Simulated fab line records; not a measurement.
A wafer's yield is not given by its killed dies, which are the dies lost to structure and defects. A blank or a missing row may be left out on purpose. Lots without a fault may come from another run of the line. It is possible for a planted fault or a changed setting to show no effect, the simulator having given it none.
Comparing a struck lot with a sound one | flow berkeley_cmos170 | 14 steps out of a route of 331
Sound: these wafers, L479.2, L479.4, L479.5. Wafers struck: L489.4, L489.5, L489.6. Last of all comes the cause.
For every step that has rows: the tool of each side, followed by ch and its chambers, followed by its first start. Under that, the readings that differ: sound wafers | struck wafers | difference of the means | sigmas: that difference in standard deviations of wafers without a fault.
alike: words and numbers the same on both sides, and readings whose means are apart by under 2 such deviations; not compared: readings that were withheld, readings missing a value for some wafer, numbers with overlapping values and no deviation given by the record, and bounds like >300 which may hide the same value.
A row with sigmas, a row that says differs or no value, or rows on one side alone: a step with any of these is where the two part. Numbers that have no deviation but don't overlap get no sigmas and don't part them. A reading that every wafer of one side lacks parts them only if that side has two wafers or more.

first, 3 steps without rows for these wafers: UCB170_PWELL_EXPOSE_10 (exposes mask PWELL, target cd 3000 nm); UCB170_PWELL_PEB_11; UCB170_PWELL_DEVELOP_12 (develop time 45 s).
UCB170_PWELL_OVL_MEAS_13:
  sound on overlay-01 at day 3 23:16; struck on overlay-02 at day 5 14:51
  alike: PWELL_OVL
UCB170_PWELL_ETCH_14: etches Si3N4 in CH3F/Ar/O2, stops on SiO2, target depth 242 nm, time 151 s.
  sound on rie_diel-02 ch 0,1,2, day 3 23:17; struck on rie_diel-02 ch 2,3, day 5 14:52
  alike: drypump_motor_current_A, oes_product_au, throttle_valve_pct
  not compared: rf_hours_counter_h
then, 1 step without rows for these wafers: UCB170_PWELL_IMPLANT_15.
UCB170_PWELL_STRIP_16: strips in O2.
  sound on plasma_asher-02 ch 0, day 3 23:32; struck on plasma_asher-04 ch 0,1, day 5 15:09
  alike: drypump_motor_current_A, oes_product_au, strip_time_to_endpoint_s
  not compared: rf_hours_counter_h
UCB170_PWELL_TW_MEAS_17:
  sound on film_metro-03 at day 3 23:39; struck on film_metro-02 at day 5 15:15
  reading  | sound       | struck      | difference | sigmas
  PWELL_TW | 382 381 384 | 373 373 373 | -9         | -2
then, 4 steps without rows for these wafers: UCB170_PWELL_CLEAN_18 (cleans in SPM, time 600 s); UCB170_PWELL_WET_ETCH_19 (etches Si3N4 in H3PO4, time 14400 s); UCB170_PWELL_WET_ETCH_20 (etches SiO2 in BOE, time 22 s); UCB170_WELLDRIVE_CLEAN_00 (cleans in SPM, time 600 s).
UCB170_WELLDRIVE_OXIDATION_01: target thk 199 nm, ox time 9000 s.
  struck on furnace-04, day 6 05:07; sound on furnace-04 ch 0, day 4 13:13
  no value came back on the struck wafers for ox_temp_c (C), ox_temp_c_max, tube_center_temp_C (C), tube_center_temp_C_max; on the sound wafers ox_temp_c (C) reads 1100.6 1100.7 1099.7
then, 1 step without rows for these wafers: UCB170_WELLDRIVE_ANNEAL_03 (time 917.8 s).

== WHERE THEY PART ==
Earliest at UCB170_PWELL_TW_MEAS_17; latest, in this record, at UCB170_WELLDRIVE_OXIDATION_01.

WHY: the cause the simulator had injected
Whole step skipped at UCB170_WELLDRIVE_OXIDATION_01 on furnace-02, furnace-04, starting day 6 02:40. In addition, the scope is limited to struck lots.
